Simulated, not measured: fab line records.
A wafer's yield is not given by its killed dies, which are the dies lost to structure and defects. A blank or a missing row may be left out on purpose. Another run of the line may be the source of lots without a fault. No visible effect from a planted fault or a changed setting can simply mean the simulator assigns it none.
fab line records + flow rit-cmos
[record]
- lots = 14
- wafers = 42
- last-day = 8
route steps=202 shown NWELL@38 FOX2@80 GATE@95 M1@193
lots untouched by any fault: they come from a run of this same line in which no faults occurred
start-h: start of the lot's first displayed wafer, in hours after the record's first day + wait-h: how many hours have passed since the lot's step before this one + " repeats the value in the row above + L1.1+2: a row that stands for several wafers + - no value present, or no start provided + * or withheld: withheld + < > ~ a bound
route shown NAME@n: NAME is a module with steps in the file, n the number in the route of the first one + usual: average and standard deviation across the fault-free wafers + same: alike in all rows + chamber/n: place in a boat + sites: readings site by site + _std_site: standard deviation of those values + _edge_site: the outer-site mean with the inner-site mean subtracted + radius-mm: for every site, how far away it sits from the centre of the wafer + mask NAME#n: copy n + behind: the last tool/chamber to shape the wafer + hold: why the lot was held/for how many hours/how that ended + device: transistor that didn't switch, given as n, p or np + end of line: tests run on the same wafers once the route is complete + a step with no rows: only its recipe + killed: the dies lost at the first sort to structure and to defects; this is not the yield of the wafer + map: shows each die of a wafer: x if killed, . if not, _ if none is there
set.NAME: the setting that was run; set.NAME@STEP: the one run at that earlier step + model.NAME: the simulator's own value behind a step, which no gauge read
the route's steps for a sample of lots (tables are steps, rows are wafers)
services: the hour from which a tool's chamber was out of use, counted from the record's first day as start-h (under 0 if before that day), plus the number of hours and why
[[steps]]
[step RIT_NWELL_TW_MEAS_10]
[usual]
- NWELL_TW = 2150/30
| lot.wafer | tool          | chamber | start-h | wait-h | NWELL_TW |
|-----------|---------------|---------|---------|--------|----------|
| L593.1    | film-metro-04 | -       | 23.08   | 0.1    | 2136     |
| L593.2    | "             | -       | "       | "      | 2132     |
| L593.4    | "             | -       | "       | "      | 2133     |
| L597.1    | film-metro-02 | -       | 41.78   | 0.1    | 2151     |
| L597.5    | "             | -       | "       | "      | 2144     |
| L597.6    | "             | -       | "       | "      | 2148     |
| L598.1    | film-metro-02 | -       | 49.98   | 0.1    | 2161     |
| L598.5    | "             | -       | "       | "      | 2150     |
| L598.6    | "             | -       | "       | "      | 2167     |
| L599.3    | film-metro-02 | -       | 54.09   | 0.1    | 2157     |
| L599.5    | "             | -       | "       | "      | 2152     |
| L599.6    | "             | -       | "       | "      | 2143     |
| L600.1    | film-metro-02 | -       | 56.91   | 0.1    | 2142     |
| L600.3    | "             | -       | "       | "      | 2142     |
| L600.4    | "             | -       | "       | "      | 2147     |
| L601.2    | film-metro-04 | -       | 62.63   | 0.1    | 2115     |
| L601.4    | "             | -       | "       | "      | 2125     |
| L601.6    | "             | -       | "       | "      | 2127     |
| L602.1    | film-metro-04 | -       | 67.73   | 0.1    | 2116     |
| L602.3    | "             | -       | "       | "      | 2108     |
| L602.6    | "             | -       | "       | "      | 2115     |
| L604.2    | film-metro-03 | -       | 76.05   | 0.1    | 2191     |
| L604.4    | "             | -       | "       | "      | 2183     |
| L604.6    | "             | -       | "       | "      | 2185     |
| L605.1    | film-metro-04 | -       | 88.10   | 0.1    | 2136     |
| L605.2    | "             | -       | "       | "      | 2137     |
| L605.3    | "             | -       | "       | "      | 2134     |
| L608.1    | film-metro-04 | -       | 98.87   | 0.1    | 2130     |
| L608.4    | "             | -       | "       | "      | 2109     |
| L608.6    | "             | -       | "       | "      | 2124     |
| L612.2    | film-metro-02 | -       | 125.85  | 0.1    | 2138     |
| L612.3    | "             | -       | "       | "      | 2132     |
| L612.4    | "             | -       | "       | "      | 2139     |
| L614.3    | film-metro-02 | -       | 142.59  | 0.1    | 2149     |
| L614.4    | "             | -       | "       | "      | 2129     |
| L614.5    | "             | -       | "       | "      | 2131     |
| L615.1    | film-metro-03 | -       | 150.88  | 0.1    | 2215     |
| L615.2    | "             | -       | "       | "      | 2185     |
| L615.3    | "             | -       | "       | "      | 2201     |
| L616.1    | film-metro-04 | -       | 151.31  | 0.1    | 2108     |
| L616.3    | "             | -       | "       | "      | 2109     |
| L616.4    | "             | -       | "       | "      | 2119     |
[step RIT_FOX2_THK_MEAS_91]
[recipe]
- reads = SiO2_of_FOX2_OXIDATION_00
[usual]
- FIELD_OXIDE_LEFT_2_THK = 258/5.3
| lot.wafer | tool          | chamber | start-h | wait-h | FIELD_OXIDE_LEFT_2_THK[nm] |
|-----------|---------------|---------|---------|--------|----------------------------|
| L593.1    | film-metro-03 | -       | 33.87   | 0.0    | 255                        |
| L593.2    | "             | -       | "       | "      | 255                        |
| L593.4    | "             | -       | "       | "      | 253                        |
| L597.1    | film-metro-04 | -       | 54.07   | 0.0    | 254                        |
| L597.5    | "             | -       | "       | "      | 262                        |
| L597.6    | "             | -       | "       | "      | 261                        |
| L598.1    | film-metro-04 | -       | 61.02   | 0.0    | 257                        |
| L598.5    | "             | -       | "       | "      | 253                        |
| L598.6    | "             | -       | "       | "      | 258                        |
| L599.3    | film-metro-03 | -       | 66.36   | 0.0    | 260                        |
| L599.5    | "             | -       | "       | "      | 263                        |
| L599.6    | "             | -       | "       | "      | 259                        |
| L600.1    | film-metro-03 | -       | 67.93   | 0.0    | 262                        |
| L600.3    | "             | -       | "       | "      | 261                        |
| L600.4    | "             | -       | "       | "      | 261                        |
| L601.2    | film-metro-04 | -       | 73.34   | 0.0    | 263                        |
| L601.4    | "             | -       | "       | "      | 255                        |
| L601.6    | "             | -       | "       | "      | 262                        |
| L602.1    | film-metro-01 | -       | 78.48   | 0.0    | 265                        |
| L602.3    | "             | -       | "       | "      | 266                        |
| L602.6    | "             | -       | "       | "      | 263                        |
| L604.2    | film-metro-04 | -       | 89.33   | 0.0    | 263                        |
| L604.4    | "             | -       | "       | "      | 260                        |
| L604.6    | "             | -       | "       | "      | 264                        |
| L605.1    | film-metro-04 | -       | 99.55   | 0.0    | 256                        |
| L605.2    | "             | -       | "       | "      | 250                        |
| L605.3    | "             | -       | "       | "      | 251                        |
| L608.1    | film-metro-04 | -       | 112.01  | 0.0    | 268                        |
| L608.4    | "             | -       | "       | "      | 264                        |
| L608.6    | "             | -       | "       | "      | 263                        |
| L612.2    | film-metro-04 | -       | 145.91  | 0.0    | 259                        |
| L612.3    | "             | -       | "       | "      | 255                        |
| L612.4    | "             | -       | "       | "      | 256                        |
| L614.3    | film-metro-03 | -       | 156.95  | 0.0    | 261                        |
| L614.4    | "             | -       | "       | "      | 261                        |
| L614.5    | "             | -       | "       | "      | 251                        |
| L615.1    | film-metro-01 | -       | 163.67  | 0.0    | 254                        |
| L615.2    | "             | -       | "       | "      | 252                        |
| L615.3    | "             | -       | "       | "      | 252                        |
| L616.1    | film-metro-03 | -       | 163.92  | 0.0    | 260                        |
| L616.3    | "             | -       | "       | "      | 262                        |
| L616.4    | "             | -       | "       | "      | 267                        |
[step RIT_GATE_ETCH_19]
[recipe]
- chemistry = SF6/CHF3/O2
- time-s = 165
- SF6_flow_sccm = 30
- CHF3_flow_sccm = 30
- O2_flow_sccm = 5
- target = poly-Si
- pressure-mtorr = 40
- rf-w = 160
- target-depth-a = 3125
- over-etch-frac = 0.25
- stop-on = SiO2
[usual]
- O2_flow_sccm = 5.000/0.015
- drypump-motor-current-A = 5.54/0.28
- oes-product-au = 0.849/0.016
- throttle-valve-pct = 10.24/0.06
| lot.wafer | tool      | chamber | start-h | wait-h | O2_flow_sccm | drypump-motor-current-A | oes-product-au | rf-hours-counter-h | throttle-valve-pct |
|-----------|-----------|---------|---------|--------|--------------|-------------------------|----------------|--------------------|--------------------|
| L593.1    | rie-si-01 | 0       | 38.41   | 0.1    | 5.015        | 5.88                    | 0.829          | 140                | 10.24              |
| L593.2    | "         | 1       | "       | "      | 4.998        | 5.57                    | 0.852          | 145                | 10.32              |
| L593.4    | "         | 2       | "       | "      | 4.969        | 5.74                    | 0.849          | 0                  | 10.31              |
| L597.1    | rie-si-01 | 3       | 60.69   | 0.1    | 4.970        | 5.28                    | 0.858          | 1                  | 10.12              |
| L597.5    | "         | 0       | "       | "      | 4.986        | 5.87                    | 0.833          | -                  | 10.26              |
| L597.6    | "         | 1       | "       | "      | 5.009        | 5.59                    | 0.833          | -                  | 10.31              |
| L598.1    | rie-si-02 | 1       | 66.96   | 0.1    | 5.014        | 5.98                    | 0.876          | 5                  | 10.20              |
| L598.5    | "         | 3       | "       | "      | 4.992        | 5.43                    | 0.824          | -                  | 10.24              |
| L598.6    | "         | 0       | "       | "      | 5.001        | 5.34                    | 0.833          | -                  | 10.23              |
| L599.3    | rie-si-01 | 1       | 72.72   | 0.1    | 4.998        | 5.60                    | 0.845          | 145                | 10.31              |
| L599.5    | "         | 3       | "       | "      | 5.005        | 5.27                    | 0.863          | -                  | 10.13              |
| L599.6    | "         | 0       | "       | "      | 4.981        | 5.91                    | 0.833          | -                  | 10.25              |
| L600.1    | rie-si-02 | 1       | 74.07   | 0.1    | 5.012        | 5.97                    | 0.877          | 5                  | 10.19              |
| L600.3    | "         | 2       | "       | "      | 4.990        | 5.11                    | 0.856          | 98                 | 10.20              |
| L600.4    | "         | 2       | "       | "      | 5.009        | 5.10                    | 0.859          | -                  | 10.21              |
| L601.2    | rie-si-01 | 0       | 80.62   | 0.1    | 5.003        | 5.88                    | 0.838          | 140                | 10.26              |
| L601.4    | "         | 2       | "       | "      | 5.003        | 5.75                    | 0.848          | 0                  | 10.30              |
| L601.6    | "         | 0       | "       | "      | 5.022        | 5.87                    | 0.835          | -                  | 10.26              |
| L602.1    | rie-si-02 | 1       | 89.01   | 0.1    | 4.973        | 5.98                    | 0.867          | 5                  | 10.20              |
| L602.3    | "         | 3       | "       | "      | 5.002        | 5.44                    | 0.831          | 1                  | 10.22              |
| L602.6    | "         | 2       | "       | "      | 5.008        | 5.10                    | 0.846          | -                  | 10.21              |
| L604.2    | rie-si-02 | 1       | 96.28   | 0.1    | 5.011        | 5.99                    | 0.868          | 5                  | 10.18              |
| L604.4    | "         | 2       | "       | "      | 4.996        | 5.10                    | 0.838          | 98                 | 10.21              |
| L604.6    | "         | 1       | "       | "      | 4.996        | 5.99                    | 0.874          | -                  | 10.17              |
| L605.1    | rie-si-01 | 1       | 108.09  | 0.1    | 5.004        | 5.59                    | 0.830          | 145                | 10.31              |
| L605.2    | "         | 3       | "       | "      | 5.018        | 5.28                    | 0.855          | 1                  | 10.14              |
| L605.3    | "         | 0       | "       | "      | 4.993        | 5.89                    | 0.827          | 141                | 10.24              |
| L608.1    | rie-si-02 | 1       | 124.99  | 0.1    | 5.003        | 5.98                    | 0.870          | 6                  | 10.20              |
| L608.4    | "         | 2       | "       | "      | 4.990        | 5.10                    | 0.855          | 98                 | 10.22              |
| L608.6    | "         | 0       | "       | "      | 5.012        | 5.34                    | 0.838          | -                  | 10.23              |
| L612.2    | rie-si-02 | 1       | 158.21  | 0.1    | 4.993        | 5.98                    | 0.890          | 6                  | 10.19              |
| L612.3    | "         | 3       | "       | "      | 5.015        | 5.45                    | 0.834          | 2                  | 10.24              |
| L612.4    | "         | 2       | "       | "      | 5.000        | 5.12                    | 0.863          | 98                 | 10.22              |
| L614.3    | rie-si-02 | 1       | 161.66  | 0.1    | 5.004        | 5.98                    | 0.877          | 6                  | 10.16              |
| L614.4    | "         | 0       | "       | "      | 5.008        | 5.33                    | 0.841          | 0                  | 10.19              |
| L614.5    | "         | 2       | "       | "      | 4.987        | 5.11                    | 0.847          | -                  | 10.23              |
| L616.1    | rie-si-01 | 3       | 171.95  | 0.1    | 4.999        | 5.26                    | 0.876          | 2                  | 10.13              |
| L616.3    | "         | 1       | "       | "      | 5.035        | 5.59                    | 0.854          | 0                  | 10.28              |
| L616.4    | "         | 2       | "       | "      | 5.003        | 5.77                    | 0.860          | -                  | 10.31              |
| L615.1    | rie-si-01 | 2       | 172.23  | 0.1    | 4.982        | 5.77                    | 0.842          | 1                  | 10.33              |
| L615.2    | "         | 1       | "       | "      | 4.995        | 5.58                    | 0.853          | 0                  | 10.30              |
| L615.3    | "         | 3       | "       | "      | 5.003        | 5.30                    | 0.858          | 2                  | 10.13              |
[step RIT_M1_CD_MEAS_09]
[recipe]
- target-cd-nm = 2600
[usual]
- cd-nm = 2599.7/2.8
| lot.wafer | tool      | chamber | start-h | wait-h | cd-nm  |
|-----------|-----------|---------|---------|--------|--------|
| L593.1    | cd-sem-01 | -       | 57.03   | -      | 2600.6 |
| L593.2    | "         | -       | "       | "      | 2598.5 |
| L593.4    | "         | -       | "       | "      | 2600.3 |
| L597.1    | cd-sem-01 | -       | 79.81   | -      | 2599.1 |
| L597.5    | "         | -       | "       | "      | 2599.5 |
| L597.6    | "         | -       | "       | "      | 2598.0 |
| L598.1    | cd-sem-01 | -       | 89.09   | -      | 2598.2 |
| L598.5    | "         | -       | "       | "      | 2596.5 |
| L598.6    | "         | -       | "       | "      | 2596.8 |
| L599.3    | cd-sem-01 | -       | 91.85   | -      | 2595.3 |
| L599.5    | "         | -       | "       | "      | 2596.0 |
| L599.6    | "         | -       | "       | "      | 2597.2 |
| L600.1    | cd-sem-01 | -       | 94.24   | -      | 2597.9 |
| L600.3    | "         | -       | "       | "      | 2600.5 |
| L600.4    | "         | -       | "       | "      | 2601.1 |
| L601.2    | cd-sem-02 | -       | 101.58  | -      | 2595.9 |
| L601.4    | "         | -       | "       | "      | 2595.8 |
| L601.6    | "         | -       | "       | "      | 2597.1 |
| L602.1    | cd-sem-01 | -       | 105.83  | -      | 2602.6 |
| L602.3    | "         | -       | "       | "      | 2600.1 |
| L602.6    | "         | -       | "       | "      | 2601.1 |
| L604.2    | cd-sem-02 | -       | 116.82  | -      | 2596.5 |
| L604.4    | "         | -       | "       | "      | 2597.0 |
| L604.6    | "         | -       | "       | "      | 2597.5 |
| L605.1    | cd-sem-01 | -       | 125.81  | -      | 2600.1 |
| L605.2    | "         | -       | "       | "      | 2601.9 |
| L605.3    | "         | -       | "       | "      | 2600.2 |
| L608.1    | cd-sem-02 | -       | 151.11  | -      | 2598.0 |
| L608.4    | "         | -       | "       | "      | 2596.0 |
| L608.6    | "         | -       | "       | "      | 2594.9 |
| L612.2    | cd-sem-01 | -       | 177.68  | -      | 2597.3 |
| L612.3    | "         | -       | "       | "      | 2597.4 |
| L612.4    | "         | -       | "       | "      | 2599.7 |
| L614.3    | cd-sem-01 | -       | 181.70  | -      | 2600.3 |
| L614.4    | "         | -       | "       | "      | 2597.3 |
| L614.5    | "         | -       | "       | "      | 2598.8 |
| L616.1    | cd-sem-02 | -       | 191.62  | -      | 2600.2 |
| L616.3    | "         | -       | "       | "      | 2600.0 |
| L616.4    | "         | -       | "       | "      | 2599.7 |
| L615.1    | cd-sem-02 | -       | 191.86  | -      | 2603.1 |
| L615.2    | "         | -       | "       | "      | 2601.5 |
| L615.3    | "         | -       | "       | "      | 2602.4 |
[step RIT_M1_PROBE_99]
[usual]
- killed_at_M0_to_M3 = 0.0/0.14
- killed-at-contacts = 0.1/0.3
- killed-at-front-end = 7/3.1
- killed-dies = 7/3.1
- killed-on-rim = 1.9/1.5
- killed-open = 3.8/2.3
- killed-short = 3.2/1.9
[same]
- gross-dies = 264
- killed_at_M4_up = 0
- killed-at-back-side = 0
- killed-at-other = 0
| lot.wafer | tool      | chamber | start-h | wait-h | killed_at_M0_to_M3 | killed-at-contacts | killed-at-front-end | killed-dies | killed-on-rim | killed-open | killed-short |
|-----------|-----------|---------|---------|--------|--------------------|--------------------|---------------------|-------------|---------------|-------------|--------------|
| L593.1    | prober-01 | -       | 59.86   | 0.1    | 0                  | 0                  | 12                  | 12          | 3             | 3           | 9            |
| L593.2    | prober-01 | -       | 59.91   | 0.1    | 0                  | 0                  | 8                   | 8           | 3             | 4           | 4            |
| L593.4    | prober-01 | -       | 60.01   | 0.2    | 0                  | 0                  | 11                  | 11          | 2             | 9           | 2            |
| L597.1    | prober-01 | -       | 82.76   | 0.1    | 0                  | 0                  | 8                   | 8           | 1             | 6           | 2            |
| L597.5    | prober-01 | -       | 82.96   | 0.2    | 0                  | 0                  | 6                   | 6           | 3             | 5           | 1            |
| L597.6    | prober-01 | -       | 83.01   | 0.2    | 0                  | 0                  | 11                  | 11          | 3             | 5           | 6            |
| L598.1    | prober-02 | -       | 91.75   | 0.1    | 1                  | 0                  | 7                   | 8           | 3             | 3           | 5            |
| L598.5    | prober-02 | -       | 91.95   | 0.2    | 0                  | 0                  | 6                   | 6           | 1             | 2           | 4            |
| L598.6    | prober-02 | -       | 92.00   | 0.2    | 0                  | 0                  | 6                   | 6           | 0             | 3           | 3            |
| L599.3    | prober-01 | -       | 94.57   | 0.2    | 0                  | 0                  | 7                   | 7           | 1             | 2           | 5            |
| L599.5    | prober-01 | -       | 94.67   | 0.2    | 0                  | 1                  | 10                  | 11          | 1             | 5           | 6            |
| L599.6    | prober-01 | -       | 94.72   | 0.2    | 0                  | 0                  | 9                   | 9           | 2             | 4           | 5            |
| L600.1    | prober-02 | -       | 96.91   | 0.1    | 0                  | 0                  | 9                   | 9           | 2             | 2           | 7            |
| L600.3    | prober-02 | -       | 97.01   | 0.2    | 0                  | 0                  | 14                  | 14          | 3             | 8           | 6            |
| L600.4    | prober-02 | -       | 97.06   | 0.2    | 0                  | 0                  | 10                  | 10          | 3             | 8           | 2            |
| L601.2    | prober-01 | -       | 104.27  | 0.1    | 0                  | 1                  | 6                   | 7           | 0             | 4           | 3            |
| L601.4    | prober-01 | -       | 104.37  | 0.2    | 0                  | 0                  | 8                   | 8           | 2             | 4           | 4            |
| L601.6    | prober-01 | -       | 104.47  | 0.2    | 0                  | 0                  | 5                   | 5           | 1             | 4           | 1            |
| L602.1    | prober-02 | -       | 108.49  | 0.1    | 0                  | 0                  | 6                   | 6           | 1             | 4           | 2            |
| L602.3    | prober-02 | -       | 108.59  | 0.2    | 0                  | 0                  | 1                   | 1           | 0             | 1           | 0            |
| L602.6    | prober-02 | -       | 108.74  | 0.2    | 0                  | 1                  | 7                   | 8           | 0             | 4           | 4            |
| L604.2    | prober-02 | -       | 119.51  | 0.1    | 0                  | 0                  | 4                   | 4           | 0             | 3           | 1            |
| L604.4    | prober-02 | -       | 119.61  | 0.2    | 0                  | 0                  | 12                  | 12          | 5             | 6           | 6            |
| L604.6    | prober-02 | -       | 119.71  | 0.2    | 0                  | 0                  | 11                  | 11          | 2             | 8           | 3            |
| L605.1    | prober-01 | -       | 128.48  | 0.1    | 0                  | 0                  | 7                   | 7           | 5             | 1           | 6            |
| L605.2    | prober-01 | -       | 128.53  | 0.1    | 0                  | 0                  | 6                   | 6           | 1             | 4           | 2            |
| L605.3    | prober-01 | -       | 128.58  | 0.2    | 0                  | 0                  | 6                   | 6           | 3             | 3           | 1            |
| L608.1    | prober-01 | -       | 153.93  | 0.1    | 0                  | 0                  | 4                   | 4           | 1             | 2           | 2            |
| L608.4    | prober-01 | -       | 154.08  | 0.2    | 0                  | 0                  | 6                   | 6           | 2             | 1           | 5            |
| L608.6    | prober-01 | -       | 154.18  | 0.2    | 0                  | 0                  | 8                   | 8           | 1             | 4           | 4            |
| L612.2    | prober-01 | -       | 181.94  | 0.1    | 0                  | 0                  | 44                  | 44          | 2             | 3           | 3            |
| L612.3    | prober-01 | -       | 181.99  | 0.2    | 0                  | 0                  | 45                  | 45          | 2             | 4           | 1            |
| L612.4    | prober-01 | -       | 182.04  | 0.2    | 0                  | 0                  | 29                  | 29          | 9             | 8           | 5            |
| L614.3    | prober-01 | -       | 184.42  | 0.2    | 0                  | 0                  | 45                  | 45          | 2             | 5           | 4            |
| L614.4    | prober-01 | -       | 184.47  | 0.2    | 0                  | 0                  | 26                  | 26          | 12            | 2           | 1            |
| L614.5    | prober-01 | -       | 184.52  | 0.2    | 0                  | 0                  | 21                  | 21          | 8             | 3           | 1            |
| L616.1    | prober-02 | -       | 194.34  | 0.1    | 0                  | 0                  | 4                   | 4           | 3             | 2           | 2            |
| L616.3    | prober-02 | -       | 194.44  | 0.2    | 0                  | 0                  | 10                  | 10          | 1             | 8           | 2            |
| L616.4    | prober-02 | -       | 194.49  | 0.2    | 0                  | 0                  | 6                   | 6           | 2             | 4           | 2            |
| L615.1    | prober-01 | -       | 195.84  | 0.1    | 0                  | 0                  | 3                   | 3           | 1             | 1           | 2            |
| L615.2    | prober-01 | -       | 195.89  | 0.1    | 0                  | 0                  | 8                   | 8           | 0             | 4           | 4            |
| L615.3    | prober-01 | -       | 195.94  | 0.2    | 0                  | 1                  | 7                   | 8           | 5             | 4           | 4            |
// killed by level:class
L593.1 GATE:geometric-particle:short=6 FOX1:geometric-particle:short=2 FOX1:geometric-particle:open=1 GATE:geometric-particle:open=1 REOX:geometric-particle:short=1 SPACER:geometric-particle:open=1
L593.2 FOX1:geometric-particle:open=3 FOX1:geometric-particle:short=2 GATE:geometric-particle:short=2 SILICIDE:geometric-particle:open=1
L593.4 FOX1:geometric-particle:open=3 SPACER:geometric-particle:open=3 GATE:geometric-particle:open=3 GATE:geometric-particle:short=1 SILICIDE:geometric-particle:short=1
L597.1 GATE:geometric-particle:open=3 GATE:geometric-particle:short=2 ACTIVE:geometric-particle:open=1 FOX1:geometric-particle:open=1 REOX:geometric-particle:open=1
L597.5 FOX1:geometric-particle:open=2 SILICIDE:geometric-particle:open=2 FOX1:geometric-particle:short=1 GATE:geometric-particle:open=1
L597.6 GATE:geometric-particle:short=4 GATE:geometric-particle:open=3 FOX2:geometric-particle:open=1 FOX2:geometric-particle:short=1 REOX:geometric-particle:open=1 SILICIDE:geometric-particle:short=1
L598.1 GATE:geometric-particle:short=2 FOX1:geometric-particle:open=1 FOX2:geometric-particle:short=1 FOX2:geometric-particle:open=1 REOX:geometric-particle:short=1 SILICIDE:geometric-particle:open=1 M1:geometric-particle:short=1
L598.5 GATE:geometric-particle:short=2 FOX1:geometric-particle:open=1 REOX:geometric-particle:short=1 SILICIDE:geometric-particle:short=1 SILICIDE:geometric-particle:open=1
L598.6 FOX1:geometric-particle:short=2 GATE:geometric-particle:open=2 SILICIDE:geometric-particle:short=1 SILICIDE:geometric-particle:open=1
L599.3 GATE:geometric-particle:short=5 GATE:geometric-particle:open=1 SILICIDE:geometric-particle:open=1
L599.5 FOX2:geometric-particle:open=3 GATE:geometric-particle:short=3 GATE:geometric-particle:open=1 REOX:geometric-particle:short=1 REOX:geometric-particle:open=1 SILICIDE:geometric-particle:short=1 CONTACT:geometric-particle:short=1
L599.6 GATE:geometric-particle:short=3 GATE:geometric-particle:open=2 REOX:geometric-particle:short=1 SPACER:geometric-particle:open=1 SILICIDE:geometric-particle:open=1 SILICIDE:geometric-particle:short=1
L600.1 GATE:geometric-particle:short=3 FOX1:geometric-particle:short=2 FOX1:geometric-particle:open=1 FOX2:geometric-particle:short=1 GATE:geometric-particle:open=1 SPACER:geometric-particle:short=1
L600.3 SPACER:geometric-particle:open=4 FOX1:geometric-particle:short=3 GATE:geometric-particle:open=2 SILICIDE:geometric-particle:short=2 GATE:geometric-particle:short=1 REOX:geometric-particle:open=1 SILICIDE:geometric-particle:open=1
L600.4 FOX1:geometric-particle:open=2 GATE:geometric-particle:open=2 SPACER:geometric-particle:open=2 FOX2:geometric-particle:short=1 REOX:geometric-particle:open=1 SPACER:geometric-particle:short=1 SILICIDE:geometric-particle:open=1
L601.2 FOX1:geometric-particle:short=2 GATE:geometric-particle:short=1 GATE:geometric-particle:open=1 SPACER:geometric-particle:open=1 SILICIDE:geometric-particle:open=1 CONTACT:geometric-particle:open=1
L601.4 GATE:geometric-particle:open=2 GATE:geometric-particle:short=2 SPACER:geometric-particle:open=2 FOX1:geometric-particle:short=1 SPACER:geometric-particle:short=1
L601.6 FOX2:geometric-particle:open=2 FOX2:geometric-particle:short=1 REOX:geometric-particle:open=1 SPACER:geometric-particle:open=1
L602.1 REOX:geometric-particle:short=2 FOX2:geometric-particle:open=1 GATE:geometric-particle:open=1 SPACER:geometric-particle:open=1 SILICIDE:geometric-particle:open=1
L602.3 GATE:geometric-particle:open=1
L602.6 SILICIDE:geometric-particle:short=2 FOX1:geometric-particle:open=1 FOX2:geometric-particle:short=1 GATE:geometric-particle:open=1 REOX:geometric-particle:short=1 SILICIDE:geometric-particle:open=1 CONTACT:geometric-particle:open=1
L604.2 REOX:geometric-particle:open=3 SPACER:geometric-particle:short=1
L604.4 GATE:geometric-particle:short=4 GATE:geometric-particle:open=3 SILICIDE:geometric-particle:open=2 FOX1:geometric-particle:short=1 REOX:geometric-particle:short=1 REOX:geometric-particle:open=1
L604.6 GATE:geometric-particle:open=5 GATE:geometric-particle:short=2 FOX2:geometric-particle:short=1 FOX2:geometric-particle:open=1 SPACER:geometric-particle:open=1 SILICIDE:geometric-particle:open=1
L605.1 GATE:geometric-particle:short=4 FOX1:geometric-particle:short=1 FOX2:geometric-particle:short=1 GATE:geometric-particle:open=1
L605.2 GATE:geometric-particle:open=2 SPACER:geometric-particle:open=2 GATE:geometric-particle:short=1 REOX:geometric-particle:short=1
L605.3 REOX:geometric-particle:open=2 NRETRO:coat-microbubble-printed=2 FOX1:geometric-particle:short=1 GATE:geometric-particle:open=1
L608.1 GATE:geometric-particle:open=2 FOX1:geometric-particle:short=1 GATE:geometric-particle:short=1
L608.4 FOX2:geometric-particle:short=2 GATE:geometric-particle:short=2 FOX2:geometric-particle:open=1 SILICIDE:geometric-particle:short=1
L608.6 FOX2:geometric-particle:short=2 GATE:geometric-particle:open=2 FOX1:geometric-particle:open=1 FOX1:geometric-particle:short=1 REOX:geometric-particle:open=1 REOX:geometric-particle:short=1
L612.2 GATE:unspecified=38 REOX:geometric-particle:short=2 GATE:geometric-particle:short=1 GATE:geometric-particle:open=1 SPACER:geometric-particle:open=1 SILICIDE:geometric-particle:open=1
L612.3 GATE:unspecified=40 SPACER:geometric-particle:open=3 GATE:geometric-particle:open=1 GATE:geometric-particle:short=1
L612.4 GATE:unspecified=16 REOX:geometric-particle:open=4 FOX1:geometric-particle:short=2 GATE:geometric-particle:open=2 REOX:geometric-particle:short=2 FOX1:geometric-particle:open=1 SPACER:geometric-particle:short=1 SILICIDE:geometric-particle:open=1
L614.3 GATE:unspecified=36 SILICIDE:geometric-particle:open=3 GATE:geometric-particle:short=2 SILICIDE:geometric-particle:short=2 FOX2:geometric-particle:open=1 REOX:geometric-particle:open=1
L614.4 GATE:unspecified=23 FOX2:geometric-particle:open=1 REOX:geometric-particle:short=1 REOX:geometric-particle:open=1
L614.5 GATE:unspecified=17 FOX2:geometric-particle:open=1 GATE:geometric-particle:open=1 REOX:geometric-particle:short=1 REOX:geometric-particle:open=1
L616.1 GATE:geometric-particle:short=1 GATE:geometric-particle:open=1 REOX:geometric-particle:open=1 SPACER:geometric-particle:short=1
L616.3 GATE:geometric-particle:open=3 GATE:geometric-particle:short=2 REOX:geometric-particle:open=2 FOX1:geometric-particle:open=1 FOX2:geometric-particle:open=1 SPACER:geometric-particle:open=1
L616.4 SPACER:geometric-particle:open=2 SPACER:geometric-particle:short=2 FOX1:geometric-particle:open=1 REOX:geometric-particle:open=1
L615.1 GATE:geometric-particle:short=2 FOX1:geometric-particle:open=1
L615.2 SILICIDE:geometric-particle:open=2 SILICIDE:geometric-particle:short=2 FOX1:geometric-particle:short=1 GATE:geometric-particle:short=1 GATE:geometric-particle:open=1 SPACER:geometric-particle:open=1
L615.3 REOX:geometric-particle:short=2 FOX1:geometric-particle:short=1 FOX2:geometric-particle:open=1 GATE:geometric-particle:open=1 GATE:geometric-particle:short=1 REOX:geometric-particle:open=1 CONTACT:geometric-particle:open=1
[[services]]
| tool      | chamber | start-h | hours | kind           |
|-----------|---------|---------|-------|----------------|
| rie-si-02 | 1       | 52.96   | 6.6   | repair         |
| rie-si-02 | 0       | 72.58   | 18.3  | repair         |
| rie-si-02 | 0       | 129.10  | -     | clean          |
| rie-si-02 | 0       | 129.10  | 16.2  | scheduled-down |
| rie-si-02 | 0       | 129.10  | 16.2  | vent-cycle     |
| rie-si-01 | 1       | 131.99  | -     | clean          |
| rie-si-01 | 1       | 131.99  | 21.8  | scheduled-down |
| rie-si-01 | 1       | 131.99  | 21.8  | vent-cycle     |
| rie-si-01 | 0       | 155.65  | -     | clean          |
| rie-si-01 | 0       | 155.65  | 27.1  | scheduled-down |
| rie-si-01 | 0       | 155.65  | 27.1  | vent-cycle     |
[[key]]
[first-sign]
- step = RIT_M1_PROBE_99
- reading = killed-dies
- direction = up
- sigmas = 9.1
- usual = 7
- struck = 35
[effect]
- step = RIT_M1_PROBE_99
- reading = killed-at-front-end
- direction = up
- sigmas = 9.1
- usual = 7
- struck = 35
met-at RIT_GATE_ETCH_19
struck-lots L612,L614
tester-left-out L612,L614
not-acting-at RIT_NWELL_TW_MEAS_10,RIT_FOX2_THK_MEAS_91,RIT_M1_CD_MEAS_09
onset-between 124.99 158.21
[fault]
- kind = chamber-particle-source
- tool = rie-si-02
- chamber = -
- onset-h = 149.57
- steps = RIT_GATE_ETCH_19
- rate-per-visit-cm2 = 1.7047
- end-h = 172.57
// tester-left-out: of these lots the tester's yield and bins aren't shown, on N5 and GAA mostly nor the transistor test; their killed dies are dies lost to structure and defects alone, not to doping, threshold or leakage, so they don't give the yield
